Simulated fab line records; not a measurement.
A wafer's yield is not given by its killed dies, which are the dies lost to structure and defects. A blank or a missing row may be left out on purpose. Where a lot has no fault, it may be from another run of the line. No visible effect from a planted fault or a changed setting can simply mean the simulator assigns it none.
Struck lot and sound lot, side by side + flow rit cmos + 18 steps out of a route of 202
Sound: wafers L624.3, L624.4, L624.6. Wafers struck: L615.3, L615.5, L615.6. The cause is given at the end.
For every step that has rows: the tool of each side, followed by ch and its chambers, followed by its first start. Under that, the readings that differ: sound wafers + struck wafers + difference of the means + sigmas: that difference in standard deviations of wafers without a fault.
alike: a reading whose means differ by less than 2 such deviations, as well as words and numbers matching on both sides. not compared: withheld readings; readings where some wafer has no value; bounds like >300 that might hide an equal value; numbers whose values overlap and for which the record gives no deviation.
Wherever a step has rows on one side only, a row that says differs or no value, or a row with sigmas, the two part there. Non-overlapping numbers with no deviation appear without sigmas and do not part them. Lack of a reading on every wafer of one side parts them only where that side has two or more wafers.

RIT_M1_SPUTTER_00: material Al, target thk 400 nm, time 500 s.
  sound on pvd sputter-04 at day 7 05:01; struck on pvd sputter-02 at day 5 09:26
  alike: throttle valve pct
RIT_M1_RS_MEAS_01: measures by four-point-probe.
  sound on film metro-02 at day 7 05:22; struck on film metro-02 at day 5 09:46
  alike: M1_AL_RS
RIT_M1_THK_MEAS_02: measures by xrf.
  sound on film metro-02 at day 7 05:28; struck on film metro-02 at day 5 09:52
  alike: M1_AL_THK
then, 6 steps without rows for these wafers: RIT_M1_HMDS_03 (prime time 60 s); RIT_M1_COAT_04 (resist thk 1300 nm); RIT_M1_SOFTBAKE_05 (time 60 s); RIT_M1_EXPOSE_06 (exposes mask M12, target cd 2600 nm); RIT_M1_PEB_07; RIT_M1_DEVELOP_08 (develop time 68 s).
RIT_M1_CD_MEAS_09: target cd 2600 nm.
  sound on cd sem-01 at day 7 06:25; struck on cd sem-01 at day 5 10:49
  alike: cd nm
RIT_M1_OVL_MEAS_10:
  sound on overlay-01 at day 7 06:31; struck on overlay-01 at day 5 10:55
  alike: M1_OVL
then, 1 step without rows for these wafers: RIT_M1_HARDBAKE_11 (time 120 s).
RIT_M1_METAL_ETCH_12: etches Al in Cl2/BCl3, stops on SiO2, time 165 s, target depth 600 nm.
  sound on rie metal-03 ch 0,1, day 7 06:50; struck on rie metal-02 ch 0,1, day 5 11:14
  no value came back on the struck wafers for any of 5 readings (bcl3 flow sccm (sccm), chamber pressure mTorr (mTorr) and others); on the sound wafers bcl3 flow sccm (sccm) reads 49.94 49.87 49.98
| reading                                  | sound             | struck            | difference | sigmas |
|------------------------------------------|-------------------|-------------------|------------|--------|
| model.NOVOLAK_of_M1_COAT_04.thk nm (nm)  | 807.8 807 807.1   | 1135 1136 1137    | +329       |        |
| model.SiO2_of_CONTACT_CVD_00.thk nm (nm) | 366.3 364.9 365.7 | 396.6 403.5 400.7 | +34.6      |        |
  not compared: rf hours counter h
then, 1 step without rows for these wafers: RIT_M1_STRIP_13 (strips in nmp, time 600 s).
RIT_M1_STRIP_14: strips in O2, time 180 s.
  sound on plasma asher-02 ch 0,1, day 7 07:11; struck on plasma asher-04 ch 0,1, day 5 11:35
| reading                     | sound       | struck      | difference | sigmas |
|-----------------------------|-------------|-------------|------------|--------|
| drypump motor current A (A) | 5.7 6.3 6.3 | 5.3 5.7 5.3 | -0.7       | -2     |
  alike: chamber pressure mTorr
  not compared: rf hours counter h
RIT_M1_CD_MEAS_90: target cd 2600 nm.
  sound on cd sem-02 at day 7 07:21; struck on cd sem-01 at day 5 11:44
| reading    | sound                | struck | difference                    | sigmas |
|------------|----------------------|--------|-------------------------------|--------|
| cd nm (nm) | 2603.6 2605.9 2605.0 | - - -  | no value on the struck wafers |        |
then, 1 step without rows for these wafers: RIT_M1_ANNEAL_15 (time 1800 s).
RIT_M1_PROBE_99:
  sound on prober-02 at day 7 09:09; struck on prober-01 at day 5 15:52
| reading                  | sound          | struck                                                               | difference                   | sigmas      |
|--------------------------|----------------|----------------------------------------------------------------------|------------------------------|-------------|
| hold                     | - - -          | await dispo/5.1h/scrap await dispo/5.1h/scrap await dispo/5.1h/scrap | no value on the sound wafers |             |
| defect limited yield (%) | 96.2 98.9 99.2 | 0 0 0                                                                | -98                          | -82         |
| killed_at_M0_to_M3       | 0 0 0          | 257 255 258                                                          | +257                         | +99 or more |
| killed dies              | 10 3 2         | 264 264 264                                                          | +259                         | +84         |
| killed on rim            | 2 0 0          | 70 70 70                                                             | +69                          | +53         |
| sort_bin_5_function (%)  | 1.5 0.4 0.4    | 98.5 99.2 98.5                                                       | +98.0                        | +99 or more |
| sort n pass              | 254 261 262    | 0 0 0                                                                | -259                         | -84         |
| sort yield pct (%)       | 96.2 98.9 99.2 | 0 0 0                                                                | -98                          | -82         |
  alike: killed at front end, killed open, killed short, sort_bin_3_pad_short, sort_bin_6_memory

== WHERE THEY PART ==
Last at RIT_M1_PROBE_99 as far as this record goes, first at RIT_M1_METAL_ETCH_12.

WHY: what the simulator had put in
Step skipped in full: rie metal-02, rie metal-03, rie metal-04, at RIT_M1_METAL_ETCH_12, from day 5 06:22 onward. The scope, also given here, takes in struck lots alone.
